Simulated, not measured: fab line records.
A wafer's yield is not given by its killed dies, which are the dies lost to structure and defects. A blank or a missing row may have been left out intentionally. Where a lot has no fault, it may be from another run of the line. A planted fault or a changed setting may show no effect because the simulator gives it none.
Shared-tool check + flow rit-cmos + 42 wafers sampled across 14 lots

## WHAT PROMPTED THE OPENING
Of 14 lots, 2 have the reading PWELL_TW flagged at RIT_PWELL_TW_MEAS_10. Fault-free wafers read 954, with a standard deviation of 15.
Rule: a lot gets a flag if all its wafers with a number sit over 4 standard deviations from that mean, or if no wafer of it has a number. The rest of the lots are taken to be sound.

| lot  | measured    | on            | PWELL_TW, wafer by wafer | flag    |
|------|-------------|---------------|--------------------------|---------|
| L439 | day 2 01:44 | film-metro-01 | 941 942 932              |         |
| L440 | day 2 07:18 | film-metro-01 | 940 938 940              |         |
| L442 | day 2 14:59 | film-metro-03 | 963 967 973              |         |
| L443 | day 2 19:37 | film-metro-01 | 938 942 944              |         |
| L444 | day 3 01:11 | film-metro-03 | 967 973 968              |         |
| L445 | day 3 06:16 | film-metro-03 | 966 971 965              |         |
| L446 | day 3 10:28 | film-metro-03 | 964 967 969              |         |
| L447 | day 3 18:05 | film-metro-03 | 970 967 965              |         |
| L449 | day 4 02:33 | film-metro-03 | 975 970 972              |         |
| L452 | day 4 15:52 | film-metro-04 | 957 955 957              |         |
| L457 | day 5 17:26 | film-metro-01 | 1059 1062 1057           | FLAGGED |
| L459 | day 6 10:19 | film-metro-04 | 1086 1085 1080           | FLAGGED |
| L460 | day 6 13:08 | film-metro-03 | 968 966 967              |         |
| L461 | day 6 13:22 | film-metro-01 | 942 933 940              |         |
On average the flagged lots' numbers are 1072, which is +118 against the usual, or +8 standard deviations.

## WHICH TOOL EACH LOT WENT THROUGH
The record keeps 1 process step preceding the reading, out of 202 steps on the route. Each cell gives the tool, then ch followed by the chambers the sampled wafers passed through, then the start.
| lot  | flag    | RIT_PWELL_IMPLANT_08           |
|------|---------|--------------------------------|
| L439 |         | implanter-03 ch 0, day 2 01:25 |
| L440 |         | implanter-03 ch 0, day 2 06:59 |
| L442 |         | implanter-03 ch 0, day 2 14:41 |
| L443 |         | implanter-03 ch 0, day 2 19:18 |
| L444 |         | implanter-04 ch 0, day 3 00:53 |
| L445 |         | implanter-04 ch 0, day 3 05:58 |
| L446 |         | implanter-04 ch 0, day 3 10:08 |
| L447 |         | implanter-03 ch 0, day 3 17:46 |
| L449 |         | implanter-03 ch 0, day 4 02:14 |
| L452 |         | implanter-01 ch 0, day 4 15:33 |
| L457 | FLAGGED | implanter-04 ch 0, day 5 17:07 |
| L459 | FLAGGED | implanter-04 ch 0, day 6 09:59 |
| L460 |         | implanter-03 ch 0, day 6 12:49 |
| L461 |         | implanter-01 ch 0, day 6 13:03 |
What these steps do:
- RIT_PWELL_IMPLANT_08
- RIT_PWELL_TW_MEAS_10

## FLAGGED AGAINST TOTAL, ONE TOOL AT A TIME (gauges that did the reading follow at the end)
| step                 | tool          | lots run | flagged | share of the flagged lots | sound lots run after its first flagged lot |
|----------------------|---------------|----------|---------|---------------------------|--------------------------------------------|
| RIT_PWELL_IMPLANT_08 | implanter-01  | 2        | 0       | none                      | -                                          |
| RIT_PWELL_IMPLANT_08 | implanter-03  | 7        | 0       | none                      | -                                          |
| RIT_PWELL_IMPLANT_08 | implanter-04  | 5        | 2       | all                       | 0                                          |
| RIT_PWELL_TW_MEAS_10 | film-metro-01 | 5        | 1       | some                      | 1 (L461)                                   |
| RIT_PWELL_TW_MEAS_10 | film-metro-03 | 7        | 0       | none                      | -                                          |
| RIT_PWELL_TW_MEAS_10 | film-metro-04 | 2        | 1       | some                      | 0                                          |

## WHAT THE TABLE PERMITS
In the table, 1 row covers all flagged lots: implanter-04 at RIT_PWELL_IMPLANT_08.
- implanter-04 at RIT_PWELL_IMPLANT_08: 2 of its 5 lots flagged. Its last sound lot is L446 (day 3 10:08), its first flagged lot L457 (day 5 17:07): a fault that began between those two fits. Its own readings lie more than 4 standard deviations out on every wafer of the flagged lots: dose-ions-cm2, faraday-current-uA.
One tool is left: implanter-04 at RIT_PWELL_IMPLANT_08.

## WHAT THE SIMULATOR HAD INSERTED
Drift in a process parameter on implanter-04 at RIT_PWELL_IMPLANT_08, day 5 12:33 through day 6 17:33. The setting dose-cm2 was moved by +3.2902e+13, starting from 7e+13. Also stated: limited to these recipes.
Struck lots among those shown: L457, L459. The rule above found the same.
